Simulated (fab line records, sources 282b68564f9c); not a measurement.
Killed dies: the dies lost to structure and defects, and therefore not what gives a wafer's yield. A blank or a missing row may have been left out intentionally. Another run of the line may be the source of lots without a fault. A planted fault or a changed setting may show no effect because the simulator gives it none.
Split-lot study    flow rit-cmos    5 lots, 23 wafers read, on a route of 202 steps

## THE SPLIT
At RIT_NRETRO_IMPLANT_08, the setting energy-kev was moved away from the recipe's 70 on 6 of the 23 wafers read, by -3.9% to +1.8%. For the rest of the wafers, this setting stayed at what the recipe calls for.

The split's own step is where the reading is taken.

## THE READING
The simulator's own value implant.drp-nm, read by no gauge, in nm at RIT_NRETRO_IMPLANT_08. The file does not state a usual value for it.

wafer   tool, chamber at the split  energy-kev as run  against the recipe  implant.drp-nm, nm  against lot-mates on the recipe
L078.1  implanter-03, 0             70                 recipe              33.94               -
L078.5  implanter-03, 0             70                 recipe              33.94               -
L078.6  implanter-03, 0             70                 recipe              33.94               -
L079.1  implanter-01, 0             70                 recipe              33.94               -
L079.3  implanter-01, 0             70                 recipe              33.94               -
L079.4  implanter-01, 0             70                 recipe              33.94               -
L079.5  implanter-01, 0             70                 recipe              33.94               -
L079.6  implanter-01, 0             70                 recipe              33.94               -
L081.1  implanter-02, 0             70                 recipe              33.94               -
L081.2  implanter-02, 0             70                 recipe              33.94               -
L081.3  implanter-02, 0             70                 recipe              33.94               -
L081.5  implanter-02, 0             70                 recipe              33.94               -
L081.6  implanter-02, 0             70                 recipe              33.94               -
L083.1  implanter-02, 0             70                 recipe              33.94               -
L083.5  implanter-02, 0             70                 recipe              33.94               -
L083.2  implanter-02, 0             67.27              -3.9%               32.81               -1.13
L083.4  implanter-02, 0             67.27              -3.9%               32.81               -1.13
L083.6  implanter-02, 0             67.27              -3.9%               32.81               -1.13
L085.1  implanter-03, 0             71.26              +1.8%               34.45               +0.51
L085.2  implanter-03, 0             71.26              +1.8%               34.45               +0.51
L085.5  implanter-03, 0             71.26              +1.8%               34.45               +0.51
L085.3  implanter-03, 0             70                 recipe              33.94               -
L085.4  implanter-03, 0             70                 recipe              33.94               -

FIT RESULTS
A straight line over all 23 wafers: implant.drp-nm changes by +0.288 nm for each +1% of energy-kev; r = +1.00; the points scatter about the line by 0.0035 nm.
The same after taking each lot's own level away (the mean of its wafers on the recipe; 23 wafers): +0.288 nm for each +1%; r = +1.00; scatter 0.0035 nm.
The reading moves by 1.1 nm for the largest change in energy-kev, on that fit.
The lots' own levels span 33.940 to 33.940 nm.
The two slopes agree, so the slope changes little with the lot-to-lot level.
Check: -1.13 nm against its lot-mates is what the line predicts for one of the wafers moved furthest among these (-3.9%) when that wafer is left out of the fit. It came out at -1.13 nm against them.

## OTHER SPLITS ON THESE WAFERS
Before the reading, these wafers also passed through other splits. Each is held against what the fit with the lots' levels taken away leaves over:
other split on the same wafers    wafers away from the commonest value  r with implant.drp-nm (lot level and that fit taken away)
RIT_ACTIVE_CVD_03 time-s          10                                    +0.06
RIT_ACTIVE_COAT_06 resist-thk-nm  8                                     -0.47
RIT_ACTIVE_ETCH_13 rf-w           7                                     -0.09
RIT_FOX2_OXIDATION_00 temp-c      18                                    +0.47
RIT_PWELL_COAT_01 spin-rpm        8                                     -0.22
RIT_PWELL_IMPLANT_08 dose-cm2     7                                     +0.36
RIT_PWELL_STRIP_09 o2-flow-sccm   7                                     +0.09

## THE WHOLE CHAIN: every reading that the file lists as answering this split, in the file's order
step                   what it does  reading                                                          change (the file's fit)                r (the file's)
RIT_NRETRO_IMPLANT_08                implant.rp-nm (the simulator's own value, which no gauge read)   +0.876 nm for each +1% of the setting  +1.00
RIT_NRETRO_IMPLANT_08                implant.drp-nm (the simulator's own value, which no gauge read)  +0.289 nm for each +1% of the setting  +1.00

## THE FILE'S OWN FIT
implant.drp-nm changes by +0.289 nm for each +1% of energy-kev, r = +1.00.
